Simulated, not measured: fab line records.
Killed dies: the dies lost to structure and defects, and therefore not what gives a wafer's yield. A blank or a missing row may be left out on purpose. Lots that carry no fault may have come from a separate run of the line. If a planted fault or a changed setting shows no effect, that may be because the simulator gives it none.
fab line records ; flow ritCmos
record lots=14; wafers=42; lastDay=7
route steps=202 shown PLDD@159 NLDD@160 CONTACT@169 M1@196
lots with no fault: from the same line, run without faults
startH: hours from the record's first day to the start of the lot's first wafer shown ; waitH: time in hours since the lot's previous step ; " repeats the value in the row above ; L1.1+2: a row that stands for several wafers ; - no value, or no start given ; * or withheld: withheld ; < > ~ a bound
route shown NAME@n: NAME is a module with steps in the file, n the number in the route of the first one ; usual: mean/standard deviation taken from wafers without a fault ; same: alike in all rows ; chamber/n: place in a boat ; sites: readings site by site ; _std_site: standard deviation of those values ; _edge_site: mean of outer sites minus mean of inner sites ; radiusMm: for every site, how far away it sits from the centre of the wafer ; mask NAME#n: copy n ; behind: the last tool/chamber to shape the wafer ; hold: why the lot was held/for how many hours/how that ended ; device: which transistor (n, p or np) failed to switch ; end of line: the same wafers' tests at the end of the route ; a step without rows: its recipe alone ; killed: dies that structure and defects cost at the first sort, which is not the same as the wafer's yield ; map: per-die view of a wafer (x killed, . not killed, _ where there is no die)
set.NAME: the setting that was run; set.NAME@STEP: the one run at that earlier step ; model.NAME: the simulator's own value behind a step, which no gauge read
one table for each step of the route and one row for each wafer, over a sample of lots
services: from which hour (startH, from the record's first day; less than 0 if before it) a tool's chamber was out of use, for how many hours, and why
## steps
# step RIT_SDANNEAL_RS_MEAS_06
# recipe thkMeasGauge=four-point-probe
# usual PLDD_RS=179.0/0.4
lot.wafer;tool;chamber;startH;waitH;PLDD_RS[ohm/sq]
L310.1;filmMetro-03;-;60.54;0.1;179.6
L310.3;filmMetro-03;-;60.54;0.1;179.0
L310.6;filmMetro-03;-;60.54;0.1;179.1
L311.1;filmMetro-03;-;66.59;0.1;179.3
L311.3;filmMetro-03;-;66.59;0.1;179.4
L311.6;filmMetro-03;-;66.59;0.1;179.1
L312.2;filmMetro-02;-;68.04;0.1;178.7
L312.5;filmMetro-02;-;68.04;0.1;178.6
L312.6;filmMetro-02;-;68.04;0.1;178.8
L314.1;filmMetro-04;-;73.93;0.1;179.3
L314.5;filmMetro-04;-;73.93;0.1;179.1
L314.6;filmMetro-04;-;73.93;0.1;179.4
L315.1;filmMetro-03;-;76.38;0.1;178.8
L315.3;filmMetro-03;-;76.38;0.1;178.6
L315.6;filmMetro-03;-;76.38;0.1;178.7
L316.1;filmMetro-03;-;84.49;0.1;178.6
L316.3;filmMetro-03;-;84.49;0.1;178.4
L316.5;filmMetro-03;-;84.49;0.1;178.2
L318.1;filmMetro-04;-;92.56;0.1;178.9
L318.4;filmMetro-04;-;92.56;0.1;179.0
L318.6;filmMetro-04;-;92.56;0.1;179.3
L319.1;filmMetro-03;-;100.40;0.1;179.1
L319.4;filmMetro-03;-;100.40;0.1;178.7
L319.6;filmMetro-03;-;100.40;0.1;179.2
L322.1;filmMetro-04;-;118.32;0.1;179.1
L322.2;filmMetro-04;-;118.32;0.1;178.7
L322.5;filmMetro-04;-;118.32;0.1;179.1
L325.2;filmMetro-03;-;130.74;0.1;179.1
L325.5;filmMetro-03;-;130.74;0.1;179.2
L325.6;filmMetro-03;-;130.74;0.1;179.3
L327.2;filmMetro-02;-;137.87;0.1;179.0
L327.4;filmMetro-02;-;137.87;0.1;178.8
L327.6;filmMetro-02;-;137.87;0.1;179.3
L330.3;filmMetro-04;-;151.48;0.1;180.0
L330.4;filmMetro-04;-;151.48;0.1;179.6
L330.6;filmMetro-04;-;151.48;0.1;179.8
L331.2;filmMetro-03;-;157.06;0.1;179.2
L331.3;filmMetro-03;-;157.06;0.1;178.9
L331.4;filmMetro-03;-;157.06;0.1;179.2
L332.2;filmMetro-04;-;166.09;0.1;179.2
L332.5;filmMetro-04;-;166.09;0.1;179.5
L332.6;filmMetro-04;-;166.09;0.1;179.1
# step RIT_SDANNEAL_RS_MEAS_07
# recipe thkMeasGauge=four-point-probe
# usual NLDD_RS=151.6/0.54
lot.wafer;tool;chamber;startH;waitH;NLDD_RS[ohm/sq]
L310.1;filmMetro-03;-;60.66;0.1;150.8
L310.3;filmMetro-03;-;60.66;0.1;150.3
L310.6;filmMetro-03;-;60.66;0.1;150.8
L311.1;filmMetro-03;-;66.71;0.1;151.7
L311.3;filmMetro-03;-;66.71;0.1;151.0
L311.6;filmMetro-03;-;66.71;0.1;151.4
L312.2;filmMetro-02;-;68.16;0.1;152.2
L312.5;filmMetro-02;-;68.16;0.1;151.9
L312.6;filmMetro-02;-;68.16;0.1;151.5
L314.1;filmMetro-04;-;74.05;0.1;150.7
L314.5;filmMetro-04;-;74.05;0.1;150.7
L314.6;filmMetro-04;-;74.05;0.1;150.9
L315.1;filmMetro-03;-;76.50;0.1;151.6
L315.3;filmMetro-03;-;76.50;0.1;151.9
L315.6;filmMetro-03;-;76.50;0.1;152.0
L316.1;filmMetro-03;-;84.61;0.1;151.8
L316.3;filmMetro-03;-;84.61;0.1;151.6
L316.5;filmMetro-03;-;84.61;0.1;151.1
L318.1;filmMetro-04;-;92.68;0.1;151.0
L318.4;filmMetro-04;-;92.68;0.1;151.1
L318.6;filmMetro-04;-;92.68;0.1;151.5
L319.1;filmMetro-03;-;100.52;0.1;152.8
L319.4;filmMetro-03;-;100.52;0.1;152.6
L319.6;filmMetro-03;-;100.52;0.1;152.6
L322.1;filmMetro-04;-;118.44;0.1;151.9
L322.2;filmMetro-04;-;118.44;0.1;151.9
L322.5;filmMetro-04;-;118.44;0.1;151.6
L325.2;filmMetro-03;-;130.86;0.1;151.8
L325.5;filmMetro-03;-;130.86;0.1;151.9
L325.6;filmMetro-03;-;130.86;0.1;151.8
L327.2;filmMetro-02;-;137.99;0.1;152.6
L327.4;filmMetro-02;-;137.99;0.1;152.2
L327.6;filmMetro-02;-;137.99;0.1;151.5
L330.3;filmMetro-04;-;151.60;0.1;152.4
L330.4;filmMetro-04;-;151.60;0.1;151.8
L330.6;filmMetro-04;-;151.60;0.1;152.2
L331.2;filmMetro-03;-;157.18;0.1;151.3
L331.3;filmMetro-03;-;157.18;0.1;151.2
L331.4;filmMetro-03;-;157.18;0.1;151.0
L332.2;filmMetro-04;-;166.21;0.1;152.3
L332.5;filmMetro-04;-;166.21;0.1;152.1
L332.6;filmMetro-04;-;166.21;0.1;152.2
# step RIT_CONTACT_THK_MEAS_01
# recipe reads=SiO2_of_CONTACT_CVD_00
# usual CONTACT_TEOS_THK=399/4.7
lot.wafer;tool;chamber;startH;waitH;CONTACT_TEOS_THK[nm]
L310.1;filmMetro-03;-;61.35;0.0;401
L310.3;filmMetro-03;-;61.35;0.0;395
L310.6;filmMetro-03;-;61.35;0.0;406
L311.1;filmMetro-03;-;67.40;0.0;390
L311.3;filmMetro-03;-;67.40;0.0;398
L311.6;filmMetro-03;-;67.40;0.0;402
L312.2;filmMetro-02;-;68.85;0.0;394
L312.5;filmMetro-02;-;68.85;0.0;400
L312.6;filmMetro-02;-;68.85;0.0;400
L314.1;filmMetro-03;-;74.75;0.0;391
L314.5;filmMetro-03;-;74.75;0.0;395
L314.6;filmMetro-03;-;74.75;0.0;398
L315.1;filmMetro-02;-;77.19;0.0;394
L315.3;filmMetro-02;-;77.19;0.0;393
L315.6;filmMetro-02;-;77.19;0.0;403
L316.1;filmMetro-03;-;85.33;0.0;401
L316.3;filmMetro-03;-;85.33;0.0;399
L316.5;filmMetro-03;-;85.33;0.0;404
L318.1;filmMetro-02;-;93.42;0.0;401
L318.4;filmMetro-02;-;93.42;0.0;405
L318.6;filmMetro-02;-;93.42;0.0;404
L319.1;filmMetro-02;-;101.21;0.0;393
L319.4;filmMetro-02;-;101.21;0.0;403
L319.6;filmMetro-02;-;101.21;0.0;402
L322.1;filmMetro-01;-;119.13;0.0;394
L322.2;filmMetro-01;-;119.13;0.0;396
L322.5;filmMetro-01;-;119.13;0.0;399
L325.2;filmMetro-01;-;131.54;0.0;396
L325.5;filmMetro-01;-;131.54;0.0;402
L325.6;filmMetro-01;-;131.54;0.0;404
L327.2;filmMetro-03;-;138.68;0.0;400
L327.4;filmMetro-03;-;138.68;0.0;402
L327.6;filmMetro-03;-;138.68;0.0;407
L330.3;filmMetro-03;-;152.27;0.0;394
L330.4;filmMetro-03;-;152.27;0.0;401
L330.6;filmMetro-03;-;152.27;0.0;399
L331.2;filmMetro-02;-;157.86;0.0;398
L331.3;filmMetro-02;-;157.86;0.0;398
L331.4;filmMetro-02;-;157.86;0.0;403
L332.2;filmMetro-03;-;166.89;0.0;397
L332.5;filmMetro-03;-;166.89;0.0;406
L332.6;filmMetro-03;-;166.89;0.0;408
# step RIT_M1_METAL_ETCH_12
# recipe stopOn=SiO2; chemistry=Cl2/BCl3; target=Al; timeS=165; overEtchFrac=0.5; pressureMtorr=100; targetDepthA=6000; rfW=250; Cl2_flow_sccm=60; bcl3FlowSccm=50
# usual drypumpMotorCurrentA=5.9/0.6; oesProductAu=0.790/0.017; runLengthS=193.1/0.79; throttleValvePct=8.29/0.13
# same overEtchFrac=0.5
lot.wafer;tool;chamber;startH;waitH;drypumpMotorCurrentA;oesProductAu;rfHoursCounterH;runLengthS;throttleValvePct
L310.1;rieMetal-03;0;65.64;0.2;6.1;0.816;3;193.3;8.20
L310.3;rieMetal-03;1;65.64;0.2;6.7;0.780;-;192.6;8.41
L310.6;rieMetal-03;0;65.64;0.2;6.2;0.806;-;193.3;8.20
L311.1;rieMetal-04;0;71.72;0.2;6.0;0.779;34;195.7;8.38
L311.3;rieMetal-04;0;71.72;0.2;6.0;0.779;-;195.6;8.37
L311.6;rieMetal-04;0;71.72;0.2;6.0;0.781;-;195.3;8.36
L312.2;rieMetal-03;0;72.86;0.2;6.1;0.821;3;193.5;8.23
L312.5;rieMetal-03;1;72.86;0.2;6.8;0.794;-;192.9;8.40
L312.6;rieMetal-03;0;72.86;0.2;6.2;0.815;-;193.3;8.19
L314.1;rieMetal-04;0;79.00;0.2;6.0;0.776;34;192.5;8.36
L314.5;rieMetal-04;1;79.00;0.2;5.9;0.758;-;193.5;8.34
L314.6;rieMetal-04;0;79.00;0.2;6.0;0.771;-;192.5;8.37
L315.1;rieMetal-03;0;81.25;0.2;6.1;0.813;3;193.1;8.21
L315.3;rieMetal-03;0;81.25;0.2;6.2;0.808;-;193.4;8.20
L315.6;rieMetal-03;0;81.25;0.2;6.1;0.815;-;193.4;8.21
L316.1;rieMetal-02;0;89.42;0.2;4.8;0.772;1;192.6;8.41
L316.3;rieMetal-02;0;89.42;0.2;4.8;0.778;-;193.2;8.42
L316.5;rieMetal-02;0;89.42;0.2;4.8;0.778;-;193.2;8.38
L318.1;rieMetal-03;0;97.67;0.2;6.1;0.807;3;193.2;8.21
L318.4;rieMetal-03;1;97.67;0.2;6.7;0.784;-;192.7;8.40
L318.6;rieMetal-03;0;97.67;0.2;6.1;0.819;-;193.1;8.20
L319.1;rieMetal-02;0;105.32;0.2;4.8;0.776;1;192.5;8.40
L319.4;rieMetal-02;1;105.32;0.2;5.9;0.801;-;192.7;8.05
L319.6;rieMetal-02;1;105.32;0.2;5.9;0.799;-;192.8;8.04
L322.1;rieMetal-02;0;123.32;0.2;4.8;0.772;1;192.6;8.39
L322.2;rieMetal-02;1;123.32;0.2;5.9;0.788;1;192.5;8.05
L322.5;rieMetal-02;0;123.32;0.2;4.8;0.775;-;192.5;8.41
L325.2;rieMetal-02;1;135.83;0.2;5.9;0.855;1;183.2;8.05
L325.5;rieMetal-02;1;135.83;0.2;5.9;0.857;-;183.7;8.05
L325.6;rieMetal-02;0;135.83;0.2;4.8;0.783;-;192.7;8.39
L327.2;rieMetal-02;1;142.79;0.2;6.0;0.844;2;183.4;8.05
L327.4;rieMetal-02;0;142.79;0.2;4.8;0.779;-;192.5;8.41
L327.6;rieMetal-02;0;142.79;0.2;4.7;0.775;-;192.8;8.41
L330.3;rieMetal-04;0;156.38;0.2;6.0;0.807;-;192.3;8.36
L330.4;rieMetal-04;1;156.38;0.2;5.8;0.806;-;193.9;8.32
L330.6;rieMetal-04;0;156.38;0.2;6.0;0.808;-;192.4;8.36
L331.2;rieMetal-03;0;161.90;0.2;6.1;0.810;4;193.1;8.20
L331.3;rieMetal-03;1;161.90;0.2;6.7;0.787;-;192.3;8.40
L331.4;rieMetal-03;0;161.90;0.2;6.1;0.805;-;193.6;8.19
L332.2;rieMetal-04;1;171.10;0.2;5.9;0.814;0;193.9;8.33
L332.5;rieMetal-04;1;171.10;0.2;5.8;0.810;-;193.6;8.32
L332.6;rieMetal-04;0;171.10;0.2;6.0;0.814;-;192.3;8.37
# step RIT_M1_PROBE_99
# usual defectLimitedYield=97.2/1.3; killedAtContacts=0.1/0.27; killedAtFrontEnd=7/3.3; killedDies=7/3.3; killedOpen=3.5/2; killedShort=3.8/2.2; sort_bin_3_pad_short=0.2/0.27; sort_bin_5_function=1.6/0.86; sort_bin_6_memory=1.1/0.66; sortNPass=257/3.3; sortYieldPct=97.2/1.3
# same grossDies=264; killed_at_M0_to_M3=0; killed_at_M4_up=0; killedAtBackSide=0; killedAtOther=0
lot.wafer;tool;chamber;startH;waitH;defectLimitedYield[%];killedAtContacts;killedAtFrontEnd;killedDies;killedOpen;killedShort;sort_bin_3_pad_short[%];sort_bin_5_function[%];sort_bin_6_memory[%];sortNPass;sortYieldPct[%]
L310.1;prober-01;-;67.89;0.1;99.6;0;1;1;0;1;0;0;0.4;263;99.6
L310.3;prober-01;-;67.99;0.2;98.9;0;3;3;1;2;0;0;1.1;261;98.9
L310.6;prober-01;-;68.14;0.2;97.7;0;6;6;3;3;0;1.9;0.4;258;97.7
L311.1;prober-01;-;74.04;0.1;96.6;0;9;9;5;4;0;1.9;1.5;255;96.6
L311.3;prober-01;-;74.14;0.2;96.6;0;9;9;2;6;0.4;2.3;0.8;255;96.6
L311.6;prober-01;-;74.29;0.2;98.1;0;5;5;3;2;0;0.8;1.1;259;98.1
L312.2;prober-02;-;75.59;0.1;97.3;0;7;7;2;5;0.4;0.8;1.5;257;97.3
L312.5;prober-02;-;75.74;0.2;97.7;0;6;6;3;3;0.4;1.5;0.4;258;97.7
L312.6;prober-02;-;75.79;0.2;97.3;0;7;7;3;4;0.4;1.1;1.1;257;97.3
L314.1;prober-02;-;81.27;0.1;97.0;0;8;8;4;4;0;1.5;1.5;256;97.0
L314.5;prober-02;-;81.47;0.2;97.7;0;6;6;4;2;0;1.9;0.4;258;97.7
L314.6;prober-02;-;81.52;0.2;97.0;0;8;8;6;1;0;1.9;1.1;256;97.0
L315.1;prober-01;-;83.51;0.1;97.7;0;6;6;3;3;0;1.5;0.8;258;97.7
L315.3;prober-01;-;83.61;0.2;98.5;0;4;4;2;2;0;0.8;0.8;260;98.5
L315.6;prober-01;-;83.76;0.2;97.7;0;6;6;2;4;0;1.1;1.1;258;97.7
L316.1;prober-02;-;91.67;0.1;97.7;0;6;6;3;3;0.4;1.9;0;258;97.7
L316.3;prober-02;-;91.77;0.2;96.6;0;9;9;4;5;0.4;1.9;1.1;255;96.6
L316.5;prober-02;-;91.87;0.2;97.3;0;7;7;2;5;0.4;1.1;1.1;257;97.3
L318.1;prober-02;-;99.92;0.1;98.5;0;4;4;3;1;0;1.1;0.4;260;98.5
L318.4;prober-02;-;100.07;0.2;93.6;0;17;17;11;6;0;3.8;2.7;247;93.6
L318.6;prober-02;-;100.17;0.2;96.2;0;10;10;5;5;0;1.5;2.3;254;96.2
L319.1;prober-01;-;107.58;0.1;96.6;0;9;9;4;5;0;1.9;1.5;255;96.6
L319.4;prober-01;-;107.73;0.2;97.7;0;6;6;4;2;0;1.1;1.1;258;97.7
L319.6;prober-01;-;107.83;0.2;97.7;0;6;6;2;4;0;1.1;1.1;258;97.7
L322.1;prober-02;-;125.57;0.1;95.5;0;12;12;5;7;0;1.9;2.7;252;95.5
L322.2;prober-02;-;125.62;0.1;96.6;0;9;9;5;4;0;1.9;1.5;255;96.6
L322.5;prober-02;-;125.77;0.2;98.1;0;5;5;4;1;0;0.8;1.1;259;98.1
L325.2;prober-01;-;138.13;0.1;96.6;0;9;9;5;4;0;1.5;1.9;255;96.6
L325.5;prober-01;-;138.28;0.2;93.9;0;16;16;8;8;0.4;3.8;1.9;248;93.9
L325.6;prober-01;-;138.33;0.2;95.5;1;11;12;6;6;0.4;3.0;1.1;252;95.5
L327.2;prober-01;-;145.09;0.1;97.0;0;8;8;5;3;0;1.1;1.9;256;97.0
L327.4;prober-01;-;145.19;0.2;98.5;0;4;4;2;2;0;1.1;0.4;260;98.5
L327.6;prober-01;-;145.29;0.2;96.6;0;9;9;6;3;0;3.4;0;255;96.6
L330.3;prober-02;-;158.68;0.2;97.0;0;8;8;3;5;0.4;1.1;1.5;256;97.0
L330.4;prober-02;-;158.73;0.2;96.6;0;9;9;3;6;0;1.5;1.9;255;96.6
L330.6;prober-02;-;158.83;0.2;98.9;0;3;3;2;1;0.4;0.4;0.4;261;98.9
L331.2;prober-01;-;164.22;0.1;97.3;1;6;7;2;5;0.4;1.5;0.8;257;97.3
L331.3;prober-01;-;164.27;0.2;97.3;0;7;7;6;1;0;1.5;1.1;257;97.3
L331.4;prober-01;-;164.32;0.2;98.1;0;5;5;2;3;0;0;1.9;259;98.1
L332.2;prober-02;-;173.40;0.1;98.9;0;3;3;1;2;0;1.1;0;261;98.9
L332.5;prober-02;-;173.55;0.2;97.0;0;8;8;2;6;0.8;0.8;1.5;256;97.0
L332.6;prober-02;-;173.60;0.2;97.3;0;7;7;3;4;0;1.5;1.1;257;97.3
# killed by level:class
L310.1 SPACER:geometricParticle:short=1
L310.3 FOX2:geometricParticle:short=1 SPACER:geometricParticle:short=1 SILICIDE:geometricParticle:open=1
L310.6 FOX1:geometricParticle:open=2 FOX2:geometricParticle:short=2 FOX2:geometricParticle:open=1 SILICIDE:geometricParticle:short=1
L311.1 GATE:geometricParticle:short=2 REOX:geometricParticle:short=2 REOX:geometricParticle:open=2 SILICIDE:geometricParticle:open=2 GATE:geometricParticle:open=1
L311.3 SPACER:geometricParticle:short=3 GATE:geometricParticle:short=2 FOX2:geometricParticle:short=1 GATE:geometricParticle:open=1 REOX:geometricParticle:open=1 GATE:coatMicrobubblePrinted=1
L311.6 GATE:geometricParticle:open=2 GATE:geometricParticle:short=2 FOX2:geometricParticle:open=1
L312.2 GATE:geometricParticle:short=2 SPACER:geometricParticle:open=2 SPACER:geometricParticle:short=2 SILICIDE:geometricParticle:short=1
L312.5 GATE:geometricParticle:short=2 SPACER:geometricParticle:open=2 FOX1:geometricParticle:short=1 GATE:geometricParticle:open=1
L312.6 GATE:geometricParticle:open=2 GATE:geometricParticle:short=2 SILICIDE:geometricParticle:short=2 SILICIDE:geometricParticle:open=1
L314.1 SPACER:geometricParticle:open=2 SILICIDE:geometricParticle:short=2 FOX1:geometricParticle:open=1 GATE:geometricParticle:short=1 SPACER:geometricParticle:short=1 SILICIDE:geometricParticle:open=1
L314.5 REOX:geometricParticle:open=3 FOX1:geometricParticle:open=1 GATE:geometricParticle:short=1 REOX:geometricParticle:short=1
L314.6 REOX:geometricParticle:open=4 FOX1:geometricParticle:open=2 GATE:geometricParticle:short=1 NRETRO:coatMicrobubblePrinted=1
L315.1 GATE:geometricParticle:open=2 SPACER:geometricParticle:short=2 REOX:geometricParticle:open=1 SILICIDE:geometricParticle:short=1
L315.3 GATE:geometricParticle:short=1 GATE:geometricParticle:open=1 REOX:geometricParticle:open=1 SILICIDE:geometricParticle:short=1
L315.6 GATE:geometricParticle:short=2 FOX2:geometricParticle:short=1 GATE:geometricParticle:open=1 SILICIDE:geometricParticle:open=1 SILICIDE:geometricParticle:short=1
L316.1 GATE:geometricParticle:open=2 GATE:geometricParticle:short=2 FOX2:geometricParticle:short=1 SILICIDE:geometricParticle:open=1
L316.3 GATE:geometricParticle:open=3 REOX:geometricParticle:short=2 GATE:geometricParticle:short=1 SPACER:geometricParticle:short=1 SILICIDE:geometricParticle:short=1 SILICIDE:geometricParticle:open=1
L316.5 GATE:geometricParticle:short=5 GATE:geometricParticle:open=2
L318.1 SILICIDE:geometricParticle:open=3 GATE:geometricParticle:short=1
L318.4 GATE:geometricParticle:short=4 GATE:geometricParticle:open=3 SILICIDE:geometricParticle:open=3 FOX1:geometricParticle:open=2 SPACER:geometricParticle:open=2 FOX1:geometricParticle:short=1 REOX:geometricParticle:open=1 SILICIDE:geometricParticle:short=1
L318.6 GATE:geometricParticle:short=2 SPACER:geometricParticle:open=2 SILICIDE:geometricParticle:short=2 FOX1:geometricParticle:open=1 GATE:geometricParticle:open=1 SPACER:geometricParticle:short=1 SILICIDE:geometricParticle:open=1
L319.1 SPACER:geometricParticle:short=3 FOX1:geometricParticle:short=1 FOX2:geometricParticle:open=1 GATE:geometricParticle:short=1 GATE:geometricParticle:open=1 REOX:geometricParticle:open=1 SILICIDE:geometricParticle:open=1
L319.4 GATE:geometricParticle:open=2 FOX1:geometricParticle:short=1 GATE:geometricParticle:short=1 REOX:geometricParticle:open=1 SPACER:geometricParticle:open=1
L319.6 FOX1:geometricParticle:short=2 GATE:geometricParticle:short=2 GATE:geometricParticle:open=1 SPACER:geometricParticle:open=1
L322.1 FOX1:geometricParticle:short=3 GATE:geometricParticle:short=2 REOX:geometricParticle:short=2 FOX1:geometricParticle:open=1 GATE:geometricParticle:open=1 REOX:geometricParticle:open=1 SPACER:geometricParticle:open=1 SILICIDE:geometricParticle:open=1
L322.2 GATE:geometricParticle:open=3 GATE:geometricParticle:short=3 FOX1:geometricParticle:open=1 FOX2:geometricParticle:open=1 REOX:geometricParticle:short=1
L322.5 GATE:geometricParticle:open=3 GATE:geometricParticle:short=1 SILICIDE:geometricParticle:open=1
L325.2 GATE:geometricParticle:short=3 GATE:geometricParticle:open=2 SILICIDE:geometricParticle:open=2 FOX1:geometricParticle:short=1 FOX1:geometricParticle:open=1
L325.5 SPACER:geometricParticle:open=4 GATE:geometricParticle:short=3 FOX1:geometricParticle:short=2 FOX1:geometricParticle:open=1 FOX2:geometricParticle:short=1 GATE:geometricParticle:open=1 REOX:geometricParticle:open=1 SPACER:geometricParticle:short=1
L325.6 FOX1:geometricParticle:short=4 FOX1:geometricParticle:open=2 SPACER:geometricParticle:open=2 GATE:geometricParticle:short=1 GATE:geometricParticle:open=1 REOX:geometricParticle:short=1 CONTACT:geometricParticle:open=1
L327.2 FOX1:geometricParticle:open=2 GATE:geometricParticle:open=2 GATE:geometricParticle:short=1 REOX:geometricParticle:open=1 SPACER:geometricParticle:short=1 SILICIDE:geometricParticle:short=1
L327.4 GATE:geometricParticle:open=2 GATE:geometricParticle:short=1 SILICIDE:geometricParticle:short=1
L327.6 FOX1:geometricParticle:open=5 FOX1:geometricParticle:short=2 FOX2:geometricParticle:open=1 REOX:geometricParticle:short=1
L330.3 REOX:geometricParticle:short=2 FOX2:geometricParticle:open=1 GATE:geometricParticle:open=1 GATE:geometricParticle:short=1 SPACER:geometricParticle:open=1 SPACER:geometricParticle:short=1 SILICIDE:geometricParticle:short=1
L330.4 FOX2:geometricParticle:short=2 GATE:geometricParticle:short=2 FOX2:geometricParticle:open=1 GATE:geometricParticle:open=1 REOX:geometricParticle:open=1 REOX:geometricParticle:short=1 SPACER:geometricParticle:short=1
L330.6 FOX2:geometricParticle:open=2 REOX:geometricParticle:short=1
L331.2 REOX:geometricParticle:short=2 ACTIVE:geometricParticle:short=1 FOX1:geometricParticle:short=1 FOX1:geometricParticle:open=1 SILICIDE:geometricParticle:short=1 CONTACT:geometricParticle:open=1
L331.3 SILICIDE:geometricParticle:open=2 ACTIVE:geometricParticle:open=1 FOX1:geometricParticle:short=1 FOX1:geometricParticle:open=1 FOX2:geometricParticle:open=1 GATE:geometricParticle:open=1
L331.4 FOX1:geometricParticle:short=2 SILICIDE:geometricParticle:open=2 GATE:geometricParticle:short=1
L332.2 GATE:geometricParticle:short=2 GATE:geometricParticle:open=1
L332.5 GATE:geometricParticle:short=4 GATE:geometricParticle:open=2 FOX1:geometricParticle:short=1 SILICIDE:geometricParticle:short=1
L332.6 FOX2:geometricParticle:short=2 GATE:geometricParticle:open=2 FOX1:geometricParticle:open=1 GATE:geometricParticle:short=1 REOX:geometricParticle:short=1
## services
tool;chamber;startH;hours;kind
rieMetal-04;-;136.12;20.0;pm
rieMetal-04;0;136.12;20.0;ventCycle
rieMetal-04;1;136.12;20.0;ventCycle
rieMetal-04;0;156.12;-;clean
rieMetal-04;1;156.12;-;clean
rieMetal-02;-;158.50;14.6;pm
## key
firstSign step=RIT_M1_METAL_ETCH_12; reading=runLengthS; direction=down; sigmas=12; usual=*; struck=*
effect step=RIT_M1_METAL_ETCH_12; reading=oesProductAu; direction=up; sigmas=3.6; usual=0.790; struck=0.852
metAt RIT_M1_METAL_ETCH_12
struckLots L325,L327
struckWafers L325.2,L325.5,L327.2
notActingAt RIT_SDANNEAL_RS_MEAS_06,RIT_SDANNEAL_RS_MEAS_07,RIT_CONTACT_THK_MEAS_01
onsetBetween 123.32 135.83
fault kind=processParameterDrift; tool=rieMetal-02; chamber=1; onsetH=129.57; steps=RIT_M1_METAL_ETCH_12; channel=timeS; offset=*; shape=step; endH=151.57; stated=*
